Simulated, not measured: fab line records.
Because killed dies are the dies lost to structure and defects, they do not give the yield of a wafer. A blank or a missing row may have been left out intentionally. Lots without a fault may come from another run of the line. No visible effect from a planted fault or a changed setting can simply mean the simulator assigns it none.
Split-lot trial :: flow berkeley-cmos170 :: route with 331 steps; 5 lots, 23 wafers read

## ABOUT THE SPLIT
At UCB170_V1_CMP_02 (polishes SiO2), the setting leave-above-ref-nm was moved away from the recipe's 1000 nm on 11 of the 23 wafers read, by -6.9% to +6.7%. This setting was run at the recipe's value on the other wafers.

Split to reading: the file shows no intervening step.

## THE READING
V1_POLISHED_THK (nm), taken at UCB170_V1_THK_MEAS_04. A value of 999.7 nm with a standard deviation of 1.2 nm is what fault-free wafers of this fab line usually give.

wafer: L077.1
tool, chamber at the split: cmp-02, 3
leave-above-ref-nm as run, nm: 1000
against the recipe: recipe
V1_POLISHED_THK, nm: 998.3
against lot-mates on the recipe: -

wafer: L077.2
tool, chamber at the split: cmp-02, 2
leave-above-ref-nm as run, nm: 931.5
against the recipe: -6.9%
V1_POLISHED_THK, nm: 931.6
against lot-mates on the recipe: -66.5

wafer: L077.4
tool, chamber at the split: cmp-02, 1
leave-above-ref-nm as run, nm: 931.5
against the recipe: -6.9%
V1_POLISHED_THK, nm: 930.6
against lot-mates on the recipe: -67.5

wafer: L077.5
tool, chamber at the split: cmp-02, 2
leave-above-ref-nm as run, nm: 931.5
against the recipe: -6.9%
V1_POLISHED_THK, nm: 931.4
against lot-mates on the recipe: -66.8

wafer: L077.6
tool, chamber at the split: cmp-02, 3
leave-above-ref-nm as run, nm: 1000
against the recipe: recipe
V1_POLISHED_THK, nm: 998.0
against lot-mates on the recipe: -

wafer: L080.1
tool, chamber at the split: cmp-02, 1
leave-above-ref-nm as run, nm: 1034
against the recipe: +3.4%
V1_POLISHED_THK, nm: 1033.2
against lot-mates on the recipe: +34.8

wafer: L080.2
tool, chamber at the split: cmp-02, 0,2
leave-above-ref-nm as run, nm: 1034
against the recipe: +3.4%
V1_POLISHED_THK, nm: 1034.6
against lot-mates on the recipe: +36.2

wafer: L080.4
tool, chamber at the split: cmp-02, 2
leave-above-ref-nm as run, nm: 1000
against the recipe: recipe
V1_POLISHED_THK, nm: 999.1
against lot-mates on the recipe: -

wafer: L080.5
tool, chamber at the split: cmp-02, 0,2
leave-above-ref-nm as run, nm: 1034
against the recipe: +3.4%
V1_POLISHED_THK, nm: 1033.2
against lot-mates on the recipe: +34.8

wafer: L080.6
tool, chamber at the split: cmp-02, 3
leave-above-ref-nm as run, nm: 1000
against the recipe: recipe
V1_POLISHED_THK, nm: 997.7
against lot-mates on the recipe: -

wafer: L082.1
tool, chamber at the split: cmp-01, 0
leave-above-ref-nm as run, nm: 1000
against the recipe: recipe
V1_POLISHED_THK, nm: 1000.7
against lot-mates on the recipe: -

wafer: L082.3
tool, chamber at the split: cmp-01, 3
leave-above-ref-nm as run, nm: 980.6
against the recipe: -1.9%
V1_POLISHED_THK, nm: 980.7
against lot-mates on the recipe: -19.3

wafer: L082.4
tool, chamber at the split: cmp-01, 2
leave-above-ref-nm as run, nm: 980.6
against the recipe: -1.9%
V1_POLISHED_THK, nm: 980.3
against lot-mates on the recipe: -19.8

wafer: L082.5
tool, chamber at the split: cmp-01, 2
leave-above-ref-nm as run, nm: 1000
against the recipe: recipe
V1_POLISHED_THK, nm: 999.4
against lot-mates on the recipe: -

wafer: L082.6
tool, chamber at the split: cmp-01, 3
leave-above-ref-nm as run, nm: 980.6
against the recipe: -1.9%
V1_POLISHED_THK, nm: 979.4
against lot-mates on the recipe: -20.6

wafer: L085.1
tool, chamber at the split: cmp-01, 1
leave-above-ref-nm as run, nm: 1000
against the recipe: recipe
V1_POLISHED_THK, nm: 999.8
against lot-mates on the recipe: -

wafer: L085.2
tool, chamber at the split: cmp-01, 0,2
leave-above-ref-nm as run, nm: 1000
against the recipe: recipe
V1_POLISHED_THK, nm: 1001.6
against lot-mates on the recipe: -

wafer: L085.3
tool, chamber at the split: cmp-01, 0,2
leave-above-ref-nm as run, nm: 1000
against the recipe: recipe
V1_POLISHED_THK, nm: 1001.0
against lot-mates on the recipe: -

wafer: L085.4
tool, chamber at the split: cmp-01, 3
leave-above-ref-nm as run, nm: 1067
against the recipe: +6.7%
V1_POLISHED_THK, nm: 1067.2
against lot-mates on the recipe: +66.4

wafer: L085.5
tool, chamber at the split: cmp-01, 1
leave-above-ref-nm as run, nm: 1067
against the recipe: +6.7%
V1_POLISHED_THK, nm: 1066.0
against lot-mates on the recipe: +65.2

wafer: L084.1
tool, chamber at the split: cmp-01, 2
leave-above-ref-nm as run, nm: 1000
against the recipe: recipe
V1_POLISHED_THK, nm: 998.9
against lot-mates on the recipe: -

wafer: L084.5
tool, chamber at the split: cmp-01, 3
leave-above-ref-nm as run, nm: 1000
against the recipe: recipe
V1_POLISHED_THK, nm: 1000.3
against lot-mates on the recipe: -

wafer: L084.6
tool, chamber at the split: cmp-01, 2
leave-above-ref-nm as run, nm: 1000
against the recipe: recipe
V1_POLISHED_THK, nm: 998.3
against lot-mates on the recipe: -
If several chambers appear in one row, that row covers several wafers at once and the file leaves open which wafer was in which chamber.

THE FIT
A straight line over all 23 wafers: V1_POLISHED_THK changes by +10 nm for each +1% of leave-above-ref-nm; r = +1.00; the points scatter about the line by 1 nm.
The same after taking each lot's own level away (the mean of its wafers on the recipe; 23 wafers): +9.89 nm for each +1%; r = +1.00; scatter 0.98 nm.
Per that fit: largest leave-above-ref-nm move, reading shift of 68 nm.
Measured against the standard deviation above, the lots' own levels, which go from 998.15 to 1000.80 nm, span 2.2 times it.
The two slopes are in agreement: the lot-to-lot level therefore moves the slope only a little.
Check: -67.8 nm against its lot-mates is what the line predicts for one of the wafers moved furthest among these (-6.9%) when that wafer is left out of the fit. Against them it came out at -66.5 nm.

## ADDITIONAL SPLITS CARRIED BY THESE WAFERS
Note: prior to the reading, these wafers also went through further splits. Each is held against what the fit with the lots' levels taken away leaves over:
other split on the same wafers: UCB170_NWELL_IMPLANT_14 dose-cm2
wafers away from the commonest value: 11
r with V1_POLISHED_THK (lot level and that fit taken away): +0.18

other split on the same wafers: UCB170_ACTIVE_COAT_08 resist-thk-nm
wafers away from the commonest value: 7
r with V1_POLISHED_THK (lot level and that fit taken away): -0.46

other split on the same wafers: UCB170_GATE_EXPOSE_09 dose-mj
wafers away from the commonest value: 8
r with V1_POLISHED_THK (lot level and that fit taken away): -0.20

other split on the same wafers: UCB170_GATE_DEVELOP_11 dev-temp-c
wafers away from the commonest value: 9
r with V1_POLISHED_THK (lot level and that fit taken away): +0.36

other split on the same wafers: UCB170_PLDD_IMPLANT_09 dose-cm2
wafers away from the commonest value: 9
r with V1_POLISHED_THK (lot level and that fit taken away): +0.39

other split on the same wafers: UCB170_NLDD_IMPLANT_09 dose-cm2
wafers away from the commonest value: 6
r with V1_POLISHED_THK (lot level and that fit taken away): -0.27

other split on the same wafers: UCB170_PSD_PEB_04 peb-temp-c
wafers away from the commonest value: 9
r with V1_POLISHED_THK (lot level and that fit taken away): -0.07

other split on the same wafers: UCB170_CONTACT_PEB_13 peb-temp-c
wafers away from the commonest value: 8
r with V1_POLISHED_THK (lot level and that fit taken away): +0.45

other split on the same wafers: UCB170_CONTACT_ETCH_17 source-w
wafers away from the commonest value: 7
r with V1_POLISHED_THK (lot level and that fit taken away): -0.20

## THE WHOLE CHAIN: every reading that the file lists as answering this split, in the file's order
step: UCB170_V1_CMP_02
what it does: polishes SiO2
reading: SiO2_of_V1_CVD_00.thk-nm (the simulator's own value, which no gauge read)
change (the file's fit): +9.81 nm for each +1% of the setting
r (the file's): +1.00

step: UCB170_V1_THK_MEAS_04
what it does: 
reading: V1_POLISHED_THK
change (the file's fit): +9.88 for each +1% of the setting
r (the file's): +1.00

step: UCB170_V1_ETCH_14
what it does: etches SiO2 in CHF3/CF4/Ar, stops on Al, target depth 1250 nm, time 291 s
reading: etch.depth-nm (the simulator's own value, which no gauge read)
change (the file's fit): +9.81 nm for each +1% of the setting
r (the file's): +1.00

step: UCB170_V1_ETCH_14
what it does: etches SiO2 in CHF3/CF4/Ar, stops on Al, target depth 1250 nm, time 291 s
reading: V1.feature-depth-nm (the simulator's own value, which no gauge read)
change (the file's fit): +9.87 nm for each +1% of the setting
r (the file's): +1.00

## THE FILE'S OWN FIT
V1_POLISHED_THK changes by +9.88 nm for each +1% of leave-above-ref-nm, r = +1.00.
